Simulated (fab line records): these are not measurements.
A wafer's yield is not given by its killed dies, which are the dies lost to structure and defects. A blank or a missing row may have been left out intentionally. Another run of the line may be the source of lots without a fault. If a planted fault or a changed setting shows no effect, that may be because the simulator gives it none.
Which tool was responsible?	flow berkeley_cmos170	14 lots, 42 wafers sampled, at 4 steps of a route of 331

WHAT THE GAUGES SHOWED, per wafer
UCB170_PFIELD_OVL_MEAS_06.
lot	measured	on	PFIELD_OVL (nm)
L498	day 4 14:07	overlay-02	-2 1 -2
L500	day 5 03:50	overlay-02	0 0 3
L501	day 5 06:22	overlay-02	11 2 2
L503	day 5 17:43	overlay-01	-6 -2 -4
L509	day 7 01:01	overlay-01	-5 -3 -1
L510	day 7 01:19	overlay-02	2 -3 2
L511	day 7 10:08	overlay-01	9 8 1
L513	day 8 01:44	overlay-01	2 -6 -5
L512	day 8 01:58	overlay-02	5 14 7
L514	day 8 07:04	overlay-02	5 4 6
L515	day 8 07:32	overlay-02	0 -2 1
L516	day 8 14:16	overlay-02	0 -7 -3
L518	day 8 21:06	overlay-02	11 5 4
L520	day 9 11:10	overlay-01	7 4 0

UCB170_CONTACT_OVL_MEAS_16.
lot	measured	on	CONTACT_OVL (nm)
L498	day 7 11:50	overlay-02	15 14 13
L500	day 8 00:49	overlay-02	13 17 19
L501	day 8 01:05	overlay-02	3 10 6
L503	day 8 18:16	overlay-02	1 1 12
L509	day 9 20:05	overlay-01	4 2 7
L510	day 9 19:19	overlay-01	17 15 22
L511	day 10 08:00	overlay-01	0 -1 2
L513	day 10 22:50	overlay-01	9 11 13
L512	day 10 23:13	overlay-02	7 2 5
L514	day 10 23:07	overlay-02	6 7 9
L515	day 10 22:53	overlay-02	4 8 3
L516	day 11 07:34	overlay-02	2 4 1
L518	day 11 14:24	overlay-01	2 3 6
L520	day 11 21:40	overlay-02	11 7 12

WHICH TOOL RAN EACH LOT (tool, then ch and the chambers of the sampled wafers, then the start)
lot	UCB170_FIELD_CLEAN_00	UCB170_SILICIDE_RTA_04
L498	wet_bench-02 ch 2, day 4 15:58	rtp_anneal-01 ch 0, day 7 06:26
L500	wet_bench-02 ch 0, day 5 04:11	rtp_anneal-01 ch 0, day 7 18:22
L501	wet_bench-02 ch 3, day 5 06:43	rtp_anneal-01 ch 0, day 7 18:15
L503	wet_bench-04 ch 3, day 5 18:04	rtp_anneal-02 ch 0, day 8 13:54
L509	wet_bench-03 ch 3, day 7 01:21	rtp_anneal-01 ch 0, day 9 15:53
L510	wet_bench-03 ch 1, day 7 01:39	rtp_anneal-01 ch 0, day 9 15:07
L511	wet_bench-04 ch 1, day 7 11:31	rtp_anneal-01 ch 0, day 10 04:04
L513	wet_bench-04 ch 0, day 8 02:04	rtp_anneal-02 ch 0, day 10 16:56
L512	wet_bench-04 ch 3, day 8 02:19	rtp_anneal-02 ch 0, day 10 17:31
L514	wet_bench-03 ch 0, day 8 07:23	rtp_anneal-01 ch 0, day 10 17:32
L515	wet_bench-02 ch 0, day 8 07:53	rtp_anneal-01 ch 0, day 10 16:55
L516	wet_bench-04 ch 2, day 8 15:11	rtp_anneal-02 ch 0, day 11 03:30
L518	wet_bench-03 ch 1, day 8 21:26	rtp_anneal-02 ch 0, day 11 09:14
L520	wet_bench-04 ch 1, day 9 11:31	rtp_anneal-02 ch 0, day 11 16:24
- UCB170_FIELD_CLEAN_00: cleans in dHF, time 7.5 s.
- UCB170_SILICIDE_RTA_04: time 15 s.

AS READ BY THE TOOLS THEMSELVES (means over the sampled wafers that have a number; for cases with no such wafer, the mark the record gives instead)
UCB170_SILICIDE_RTA_04.
lot	tool	anneal_temp_c_max	lamp_power_pct (%)	wafer_temp_C_max
L498	rtp_anneal-01	653.6	11.05	653.9
L500	rtp_anneal-01	653.0	11.04	653.0
L501	rtp_anneal-01	653.0	11.04	653.6
L503	rtp_anneal-02	653.2	10.93	654.4
L509	rtp_anneal-01	653.3	11.04	653.6
L510	rtp_anneal-01	653.4	11.04	652.9
L511	rtp_anneal-01	653.2	11.04	653.5
L513	rtp_anneal-02	653.3	10.93	653.6
L512	rtp_anneal-02	654.1	10.93	653.9
L514	rtp_anneal-01	653.3	11.04	653.0
L515	rtp_anneal-01	653.0	11.04	654.6
L516	rtp_anneal-02	653.9	10.94	654.2
L518	rtp_anneal-02	653.6	10.93	653.2
L520	rtp_anneal-02	653.3	10.93	654.3

THE ANSWER, worked out from the rows above alone
Rule: the usual values come from the lots themselves. Put in order of their means at a reading, lots are off if they are a third of the lots or fewer, leave a main group of 4 or more, and stand apart from it by a gap of 3 or more times the standard deviation of the main group's means; of several such gaps the widest counts. A main group is skipped when, at the precision printed for the reading in the tables above, its means are all equal. Also off: a lot with no number at a reading for which 4 or more lots have one. All remaining lots with rows at the step are treated as sound. After the gauges, taken in route order, come the tools' own readings; for these a lot's mean is taken, as printed above. The first step at which some lot is off is used, and at that step the reading that is off furthest; a lot without a number counts as furthest.
None of the lots is off at any reading shown; this tells nothing.

WHAT THE SIMULATOR PUT IN
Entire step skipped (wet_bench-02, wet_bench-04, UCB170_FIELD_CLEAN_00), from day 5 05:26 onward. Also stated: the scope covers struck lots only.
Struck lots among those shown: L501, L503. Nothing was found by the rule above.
